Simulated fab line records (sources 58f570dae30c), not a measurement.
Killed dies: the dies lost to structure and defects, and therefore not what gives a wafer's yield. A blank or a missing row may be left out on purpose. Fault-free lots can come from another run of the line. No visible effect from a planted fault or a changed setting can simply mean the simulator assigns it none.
Which tool is to blame?    flow berkeleyCmos170    15 lots, 45 wafers sampled, at 3 steps of a route of 331

## WHAT THE GAUGES READ, wafer by wafer
UCB170_GATE_OVL_MEAS_13.
lot   measured      on          GATE_OVL (nm)
L802  day 7 05:27   overlay-01  -4 -4 -4
L806  day 7 19:04   overlay-01  -9 -8 -7
L803  day 7 19:25   overlay-01  -2 4 4
L809  day 8 20:03   overlay-01  5 2 -2
L810  day 8 20:28   overlay-02  2 2 -1
L808  day 8 20:35   overlay-02  -7 -6 -6
L807  day 8 20:46   overlay-02  2 1 1
L812  day 8 21:02   overlay-01  3 5 5
L814  day 9 20:15   overlay-01  -4 -1 -5
L815  day 10 04:11  overlay-02  -7 -3 -12
L818  day 10 10:37  overlay-02  6 10 2
L817  day 10 10:44  overlay-01  3 1 1
L816  day 10 10:58  overlay-01  -1 3 2
L820  day 10 19:51  overlay-02  -9 -4 0
L819  day 10 20:06  overlay-02  -1 0 2

UCB170_PLDD_CD_MEAS_06: the cd target is 1200 nm.
lot   measured      on        cdNm (nm)
L802  day 7 06:59   cdSem-02  1199.1 1199.8 1198.1
L806  day 7 22:29   cdSem-02  1201.4 1202.7 1200.0
L803  day 7 22:42   cdSem-02  1201.6 1199.7 1199.4
L809  day 8 23:54   cdSem-01  1201.2 1202.4 1201.6
L810  day 8 23:59   cdSem-02  1202.7 1201.4 1201.8
L808  day 9 00:01   cdSem-01  1199.9 1200.3 1201.1
L807  day 9 00:14   cdSem-02  1199.9 1200.4 1201.2
L812  day 9 00:26   cdSem-01  1203.0 1202.7 1204.5
L814  day 9 22:08   cdSem-01  1200.3 1200.1 1200.7
L815  day 10 05:34  cdSem-02  1200.9 1200.7 1200.5
L818  day 10 12:34  cdSem-01  1198.9 1198.5 1199.3
L817  day 10 12:40  cdSem-02  1202.0 1202.5 1201.5
L816  day 10 12:46  cdSem-02  1202.0 1202.0 1202.0
L820  day 10 21:13  cdSem-02  1199.0 1198.4 1197.7
L819  day 10 21:36  cdSem-02  1198.5 1199.3 1198.9

UCB170_M2_OVL_MEAS_16.
lot   measured      on          M2_OVL (nm)
L802  day 8 14:59   overlay-01  2 2 6
L806  day 9 04:38   overlay-02  3 -1 -2
L803  day 9 05:18   overlay-01  -11 -7 -5
L809  day 10 02:17  overlay-01  3 -5 4
L810  day 10 05:11  overlay-02  -4 -2 0
L808  day 10 04:05  overlay-01  0 -3 7
L807  day 10 07:01  overlay-02  -4 -2 -5
L812  day 10 08:08  overlay-01  2 7 -3
L814  day 11 05:31  overlay-01  -3 -3 5
L815  day 11 10:12  overlay-01  -1 0 -7
L818  day 11 16:58  overlay-02  6 5 -1
L817  day 11 20:11  overlay-02  2 3 5
L816  day 11 19:59  overlay-01  6 3 3
L820  day 12 03:06  overlay-02  4 6 8
L819  day 12 04:32  overlay-02  11 7 12

## WHICH TOOL RAN EACH LOT (tool, then ch and the chambers of the sampled wafers, then the start)
The record shows no process step preceding these readings.

## WHAT THE TOOLS THEMSELVES READ (means of the sampled wafers that have a number; where no wafer has one, the mark that the record gives instead)
The record holds no such reading with a usual standard deviation.

## THE ANSWER, worked out from the rows above alone
Rule: what is usual is taken from the lots themselves. Put in order of their means at a reading, lots are off if they are a third of the lots or fewer, leave a main group of 4 or more, and stand apart from it by a gap of 3 or more times the standard deviation of the main group's means; of several such gaps the widest counts. A main group is skipped when, at the precision printed for the reading in the tables above, its means are all equal. Also off: a lot with no number at a reading for which 4 or more lots have one. Where the step has rows for the other lots, those lots are counted as sound. First the gauges in route order, then the tools' own readings, where a lot's mean is used as printed above. The first step at which some lot is off is used, and at that step the reading that is off furthest; a lot without a number counts as furthest.
Nothing can be told from this: no lot is off at any reading shown.

## WHAT THE SIMULATOR PUT IN
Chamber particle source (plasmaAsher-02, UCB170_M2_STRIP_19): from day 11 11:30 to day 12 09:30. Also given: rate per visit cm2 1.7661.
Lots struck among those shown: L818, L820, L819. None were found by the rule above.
